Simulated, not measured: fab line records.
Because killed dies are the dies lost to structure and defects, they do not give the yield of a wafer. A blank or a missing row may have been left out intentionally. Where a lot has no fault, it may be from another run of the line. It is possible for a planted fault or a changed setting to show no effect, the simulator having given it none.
What tool caused it? | flow berkeley-cmos170 | Sampling: 14 lots, 42 wafers, 5 of 331 route steps

WHAT THE GAUGES SHOWED, per wafer
UCB170_V1_THK_MEAS_04.
lot  | measured     | on            | V1_POLISHED_THK (nm)
L728 | day 8 03:20  | film-metro-01 | 999.9 1000.0 999.6
L731 | day 8 15:41  | film-metro-01 | 998.6 1000.0 1000.3
L729 | day 8 17:01  | film-metro-01 | 1000.0 998.9 998.3
L732 | day 9 05:11  | film-metro-04 | 999.4 1000.1 1001.9
L733 | day 9 06:31  | film-metro-01 | 1000.6 1003.1 1001.4
L734 | day 9 16:32  | film-metro-04 | 1000.8 1000.1 1002.5
L739 | day 10 07:07 | film-metro-01 | 1000.1 998.9 999.9
L742 | day 11 13:44 | film-metro-01 | 999.6 1000.9 1002.8
L743 | day 11 16:29 | film-metro-01 | 1000.7 1000.3 1002.5
L745 | day 12 05:06 | film-metro-03 | 999.4 1002.7 999.3
L746 | day 12 06:26 | film-metro-01 | 1001.0 1000.5 998.0
L747 | day 12 14:57 | film-metro-03 | 1000.7 1000.7 998.1
L751 | day 13 17:07 | film-metro-04 | 999.2 1001.0 998.5
L750 | day 13 18:27 | film-metro-01 | 999.5 999.4 1000.0

UCB170_V1_OVL_MEAS_13.
lot  | measured     | on         | V1_OVL (nm)
L728 | day 8 05:36  | overlay-02 | 0 3 -3
L731 | day 8 17:53  | overlay-02 | -2 -14 -6
L729 | day 8 20:51  | overlay-02 | -1 -6 -2
L732 | day 9 06:32  | overlay-02 | -9 -6 -1
L733 | day 9 07:43  | overlay-02 | -1 -4 -2
L734 | day 9 19:54  | overlay-01 | 0 -3 1
L739 | day 10 08:35 | overlay-01 | -4 1 -3
L742 | day 11 14:57 | overlay-02 | 8 -1 -3
L743 | day 11 18:34 | overlay-01 | 2 5 -2
L745 | day 12 09:53 | overlay-02 | -1 -5 -3
L746 | day 12 10:04 | overlay-01 | 0 4 4
L747 | day 12 17:06 | overlay-01 | 11 -7 6
L751 | day 13 18:20 | overlay-01 | 4 4 -2
L750 | day 13 20:53 | overlay-02 | -9 -1 2

UCB170_M2_RS_MEAS_02: measurement is done with a four-point probe.
lot  | measured     | on            | M2_AL_RS (ohm/sq)
L728 | day 8 06:11  | film-metro-04 | 0.03248 0.03308 0.03284
L731 | day 8 18:28  | film-metro-02 | 0.03212 0.03192 0.03217
L729 | day 8 21:26  | film-metro-04 | 0.03259 0.03196 0.03221
L732 | day 9 07:07  | film-metro-02 | 0.03256 0.03254 0.03229
L733 | day 9 08:19  | film-metro-03 | 0.03217 0.03222 0.0324
L734 | day 9 20:30  | film-metro-03 | 0.03238 0.03206 0.03204
L739 | day 10 09:11 | film-metro-04 | 0.03228 0.03239 0.03245
L742 | day 11 15:32 | film-metro-02 | 0.03227 0.03221 0.03233
L743 | day 11 19:10 | film-metro-03 | 0.03243 0.03269 0.03222
L745 | day 12 10:28 | film-metro-02 | 0.03219 0.03266 0.03243
L746 | day 12 10:40 | film-metro-03 | 0.03243 0.03233 0.03266
L747 | day 12 17:41 | film-metro-04 | 0.03233 0.03232 0.03223
L751 | day 13 18:56 | film-metro-02 | 0.03246 0.03236 0.03231
L750 | day 13 21:29 | film-metro-02 | 0.03249 0.03241 0.03265

WHAT TOOL EACH LOT RAN ON (gives the tool, then ch and the chambers of the sampled wafers, and finally the start)
lot  | UCB170_CONTACT_COAT_04            | UCB170_CONTACT_STRIP_06
L728 | litho-track-04 ch 0, day 7 19:19  | plasma-asher-02 ch 0,1, day 7 19:37
L731 | litho-track-03 ch 0, day 8 08:55  | plasma-asher-01 ch 0,1, day 8 09:13
L729 | litho-track-01 ch 0, day 8 09:29  | plasma-asher-02 ch 0,1, day 8 09:47
L732 | litho-track-04 ch 0, day 8 23:10  | plasma-asher-03 ch 0,1, day 8 23:28
L733 | litho-track-04 ch 0, day 9 00:10  | plasma-asher-03 ch 0, day 9 00:26
L734 | litho-track-04 ch 0, day 9 10:32  | plasma-asher-02 ch 0,1, day 9 10:49
L739 | litho-track-04 ch 0, day 10 00:38 | plasma-asher-03 ch 0, day 10 00:55
L742 | litho-track-01 ch 0, day 11 07:55 | plasma-asher-03 ch 0,1, day 11 08:13
L743 | litho-track-01 ch 0, day 11 09:55 | plasma-asher-01 ch 0,1, day 11 10:11
L745 | litho-track-01 ch 0, day 11 23:02 | plasma-asher-02 ch 0,1, day 11 23:20
L746 | litho-track-03 ch 0, day 12 00:00 | plasma-asher-01 ch 0,1, day 12 00:18
L747 | litho-track-03 ch 0, day 12 05:56 | plasma-asher-01 ch 0,1, day 12 06:14
L751 | litho-track-04 ch 0, day 13 08:50 | plasma-asher-03 ch 0,1, day 13 09:07
L750 | litho-track-01 ch 0, day 13 10:35 | plasma-asher-03 ch 0,1, day 13 10:52
- UCB170_CONTACT_COAT_04: resist thk 900 nm.
- UCB170_CONTACT_STRIP_06: strips in O2.

AS READ BY THE TOOLS THEMSELVES (means over the sampled wafers that have a number; for cases with no such wafer, the mark the record gives instead)
UCB170_CONTACT_STRIP_06.
lot  | tool            | chamber-pressure-mTorr (mTorr) | drypump-motor-current-A (A) | o2-flow-sccm (sccm) | oes-product-au (a.u.) | strip-time-to-endpoint-s (s)
L728 | plasma-asher-02 | 3500                           | 6.3                         | 399.8               | 0.734                 | 22.01
L731 | plasma-asher-01 | 3502                           | 5.5                         | 399.6               | 0.729                 | 22.01
L729 | plasma-asher-02 | 3500                           | 6.3                         | 399.8               | 0.732                 | 21.95
L732 | plasma-asher-03 | 3501                           | 6.0                         | 398.9               | 0.733                 | 21.94
L733 | plasma-asher-03 | 3497                           | 5.8                         | 400.9               | 0.735                 | 21.97
L734 | plasma-asher-02 | 3501                           | 6.5                         | 401.4               | 0.733                 | 22.77
L739 | plasma-asher-03 | 3500                           | 5.8                         | 399.3               | 0.736                 | 22.70
L742 | plasma-asher-03 | 3497                           | 6.0                         | 398.6               | 0.734                 | 21.90
L743 | plasma-asher-01 | 3499                           | 5.5                         | 398.6               | 0.730                 | 21.93
L745 | plasma-asher-02 | 3497                           | 6.5                         | 401.1               | 0.739                 | 21.91
L746 | plasma-asher-01 | 3501                           | 5.5                         | 401.6               | 0.730                 | 22.00
L747 | plasma-asher-01 | 3496                           | 5.4                         | 400.3               | 0.731                 | 21.96
L751 | plasma-asher-03 | 3501                           | 6.0                         | 401.5               | 0.734                 | 21.93
L750 | plasma-asher-03 | 3501                           | 6.0                         | 399.8               | 0.739                 | 21.95

THE ANSWER, worked out from the rows above alone
Rule: the lots themselves supply what counts as usual. The widest of any qualifying gaps counts: lots, ordered by their means at a reading, are off when they make up no more than a third of the lots, leave a main group of 4 or more, and stand apart from it by 3 or more times the standard deviation of that group's means. The tables above print the reading to a certain number of digits; a main group whose means all agree to those digits is not used. Also off: a lot with no number at a reading for which 4 or more lots have one. The other lots that the step has rows for count as sound. First the gauges in route order, then the tools' own readings, where a lot's mean is used as printed above. At the first step where some lot is off, the reading lying furthest off is the one used; lots without a number count as furthest.
Off: L734, L739 (UCB170_CONTACT_STRIP_06, strip-time-to-endpoint-s). For the main group the mean is 21.95 s and the standard deviation 0.035.
If a tool, at that step or one of the process steps before it, ran each lot that is off and ran no sound lot following the first of them, it fits. Of those tried, none fits.

WHAT THE SIMULATOR HAD PUT IN
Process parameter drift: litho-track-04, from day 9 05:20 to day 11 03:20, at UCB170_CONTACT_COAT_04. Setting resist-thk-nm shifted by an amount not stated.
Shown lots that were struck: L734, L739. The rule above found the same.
